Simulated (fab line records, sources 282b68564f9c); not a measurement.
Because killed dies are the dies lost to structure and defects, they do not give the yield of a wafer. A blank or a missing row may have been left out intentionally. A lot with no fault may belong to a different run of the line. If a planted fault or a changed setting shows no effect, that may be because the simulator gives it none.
Which tool was responsible? + flow rit cmos + Sampling: 14 lots, 42 wafers, 5 of 202 route steps

## WHAT THE GAUGES SHOWED, per wafer
RIT_ACTIVE_BOW_MEAS_00.
| lot  | measured    | on            | INCOMING_BOW (um) |
|------|-------------|---------------|-------------------|
| L818 | day 1 10:01 | film metro-02 | -8 3 -9           |
| L819 | day 1 15:01 | film metro-03 | -1 -5 -3          |
| L820 | day 1 20:00 | film metro-03 | -5 -2 -3          |
| L822 | day 2 06:01 | film metro-03 | 11 16 -4          |
| L826 | day 3 02:01 | film metro-04 | -12 5 0           |
| L827 | day 3 07:02 | film metro-03 | 5 -3 16           |
| L830 | day 3 22:02 | film metro-03 | 1 -6 6            |
| L833 | day 4 13:00 | film metro-04 | 1 -6 2            |
| L834 | day 4 18:00 | film metro-02 | -6 9 -2           |
| L836 | day 5 04:01 | film metro-03 | 5 -8 5            |
| L837 | day 5 09:00 | film metro-02 | 1 -1 0            |
| L839 | day 5 19:00 | film metro-04 | 1 -3 2            |
| L840 | day 6 00:01 | film metro-04 | -3 9 -1           |
| L841 | day 6 05:00 | film metro-04 | 2 8 -8            |

RIT_PWELL_TW_MEAS_10.
| lot  | measured    | on            | PWELL_TW    |
|------|-------------|---------------|-------------|
| L818 | day 1 22:46 | film metro-01 | 952 953 955 |
| L819 | day 2 06:30 | film metro-01 | 954 955 952 |
| L820 | day 2 09:25 | film metro-01 | 950 953 950 |
| L822 | day 2 18:27 | film metro-01 | 952 954 952 |
| L826 | day 3 14:44 | film metro-01 | 30 30 30    |
| L827 | day 3 19:42 | film metro-01 | 30 30 30    |
| L830 | day 4 11:19 | film metro-03 | 957 957 957 |
| L833 | day 5 01:48 | film metro-02 | 935 935 934 |
| L834 | day 5 07:11 | film metro-01 | 946 952 955 |
| L836 | day 5 17:38 | film metro-01 | 950 961 951 |
| L837 | day 5 21:23 | film metro-01 | 949 952 950 |
| L839 | day 6 08:22 | film metro-03 | 948 950 953 |
| L840 | day 6 13:35 | film metro-02 | 937 934 931 |
| L841 | day 6 17:34 | film metro-01 | 937 940 941 |

RIT_FOX2_THK_MEAS_91.
| lot  | measured    | on            | FIELD_OXIDE_LEFT_2_THK (nm) |
|------|-------------|---------------|-----------------------------|
| L818 | day 2 08:11 | film metro-04 | 251 255 257                 |
| L819 | day 2 15:39 | film metro-03 | 265 273 269                 |
| L820 | day 2 18:33 | film metro-04 | 259 263 259                 |
| L822 | day 3 04:15 | film metro-01 | 255 256 259                 |
| L830 | day 4 20:37 | film metro-03 | 263 263 257                 |
| L833 | day 5 11:00 | film metro-03 | 256 260 247                 |
| L834 | day 5 16:25 | film metro-01 | 253 256 258                 |
| L836 | day 6 02:45 | film metro-03 | 255 254 258                 |
| L837 | day 6 07:36 | film metro-03 | 258 261 256                 |
| L839 | day 6 17:25 | film metro-04 | 245 242 248                 |
| L840 | day 6 22:39 | film metro-03 | 252 262 246                 |
| L841 | day 7 02:43 | film metro-04 | 252 254 252                 |

## EACH LOT AND THE TOOL THAT RAN IT (in order: tool; ch and the chambers of the sampled wafers; start)
| lot  | RIT_NWELL_STRIP_09                  | RIT_PWELL_STRIP_09                  |
|------|-------------------------------------|-------------------------------------|
| L818 | plasma asher-03 ch 0,1, day 1 21:02 | plasma asher-01 ch 0,1, day 1 22:35 |
| L819 | plasma asher-04 ch 0,1, day 2 04:35 | plasma asher-02 ch 0, day 2 06:19   |
| L820 | plasma asher-04 ch 0,1, day 2 07:30 | plasma asher-02 ch 0,1, day 2 09:14 |
| L822 | plasma asher-03 ch 0,1, day 2 16:43 | plasma asher-02 ch 0,1, day 2 18:16 |
| L826 | plasma asher-01 ch 0,1, day 3 12:43 | plasma asher-02 ch 0,1, day 3 14:32 |
| L827 | plasma asher-04 ch 0,1, day 3 17:53 | plasma asher-02 ch 0,1, day 3 19:34 |
| L830 | plasma asher-04 ch 0,1, day 4 09:31 | plasma asher-01 ch 0,1, day 4 11:11 |
| L833 | plasma asher-03 ch 0,1, day 4 23:51 | plasma asher-02 ch 0,1, day 5 01:38 |
| L834 | plasma asher-03 ch 0,1, day 5 05:28 | plasma asher-02 ch 0,1, day 5 07:01 |
| L836 | plasma asher-01 ch 0,1, day 5 15:53 | plasma asher-02 ch 0,1, day 5 17:26 |
| L837 | plasma asher-01 ch 0,1, day 5 19:39 | plasma asher-02 ch 0,1, day 5 21:12 |
| L839 | plasma asher-04 ch 1, day 6 06:37   | plasma asher-02 ch 1, day 6 08:11   |
| L840 | plasma asher-03 ch 0,1, day 6 11:43 | plasma asher-01 ch 0,1, day 6 13:25 |
| L841 | plasma asher-03 ch 0,1, day 6 15:43 | plasma asher-03 ch 0,1, day 6 17:23 |
- RIT_NWELL_STRIP_09: strips in O2, time 180 s.
- RIT_PWELL_STRIP_09: strips in O2, time 180 s.

## WHAT THE TOOLS THEMSELVES READ (means of the sampled wafers that have a number; where no wafer has one, the mark that the record gives instead)
RIT_NWELL_STRIP_09.
| lot  | tool            | chamber pressure mTorr (mTorr) | drypump motor current A (A) |
|------|-----------------|--------------------------------|-----------------------------|
| L818 | plasma asher-03 | 3998                           | 5.7                         |
| L819 | plasma asher-04 | 3998                           | 5.4                         |
| L820 | plasma asher-04 | 4002                           | 5.4                         |
| L822 | plasma asher-03 | 3997                           | 5.9                         |
| L826 | plasma asher-01 | -                              | -                           |
| L827 | plasma asher-04 | -                              | -                           |
| L830 | plasma asher-04 | 4000                           | 5.2                         |
| L833 | plasma asher-03 | 4001                           | 5.9                         |
| L834 | plasma asher-03 | 4002                           | 5.9                         |
| L836 | plasma asher-01 | 3998                           | 6.1                         |
| L837 | plasma asher-01 | 4002                           | 6.1                         |
| L839 | plasma asher-04 | 3997                           | 4.9                         |
| L840 | plasma asher-03 | 3998                           | 5.9                         |
| L841 | plasma asher-03 | 4001                           | 5.7                         |

RIT_PWELL_STRIP_09.
| lot  | tool            | chamber pressure mTorr (mTorr) | drypump motor current A (A) |
|------|-----------------|--------------------------------|-----------------------------|
| L818 | plasma asher-01 | 3999                           | 5.82                        |
| L819 | plasma asher-02 | 3998                           | 5.95                        |
| L820 | plasma asher-02 | 4000                           | 5.84                        |
| L822 | plasma asher-02 | 4002                           | 5.89                        |
| L826 | plasma asher-02 | 3999                           | 5.80                        |
| L827 | plasma asher-02 | 3997                           | 5.87                        |
| L830 | plasma asher-01 | 4005                           | 6.07                        |
| L833 | plasma asher-02 | 4002                           | 5.84                        |
| L834 | plasma asher-02 | 4002                           | 5.82                        |
| L836 | plasma asher-02 | 4002                           | 5.82                        |
| L837 | plasma asher-02 | 4001                           | 5.80                        |
| L839 | plasma asher-02 | 3998                           | 5.76                        |
| L840 | plasma asher-01 | 3998                           | 5.82                        |
| L841 | plasma asher-03 | 3997                           | 5.68                        |

## THE ANSWER, worked out from the rows above alone
Rule: usual is defined by the lots themselves. Put in order of their means at a reading, lots are off if they are a third of the lots or fewer, leave a main group of 4 or more, and stand apart from it by a gap of 3 or more times the standard deviation of the main group's means; of several such gaps the widest counts. Not used: any main group whose means are identical at the precision the tables above print for the reading. Also off: a lot with no number at a reading for which 4 or more lots have one. Any other lot the step has rows for is counted as sound. After the gauges, taken in route order, come the tools' own readings; for these a lot's mean is taken, as printed above. The first step at which some lot is off is used, and at that step the reading that is off furthest; a lot without a number counts as furthest.
Off: L826, L827, seen at RIT_PWELL_TW_MEAS_10 (PWELL_TW). Mean 948 and standard deviation 7.5 in the main group.
If a tool, at a process step before that reading, ran all the lots that are off and no sound lot after the first of them, it fits. Not tried: the gauges at RIT_PWELL_TW_MEAS_10; whatever is off there is also off at RIT_NWELL_STRIP_09, on other tools, and gauge error can't account for it. Of those tried, none fits.

## WHAT HAD BEEN PUT IN BY THE SIMULATOR
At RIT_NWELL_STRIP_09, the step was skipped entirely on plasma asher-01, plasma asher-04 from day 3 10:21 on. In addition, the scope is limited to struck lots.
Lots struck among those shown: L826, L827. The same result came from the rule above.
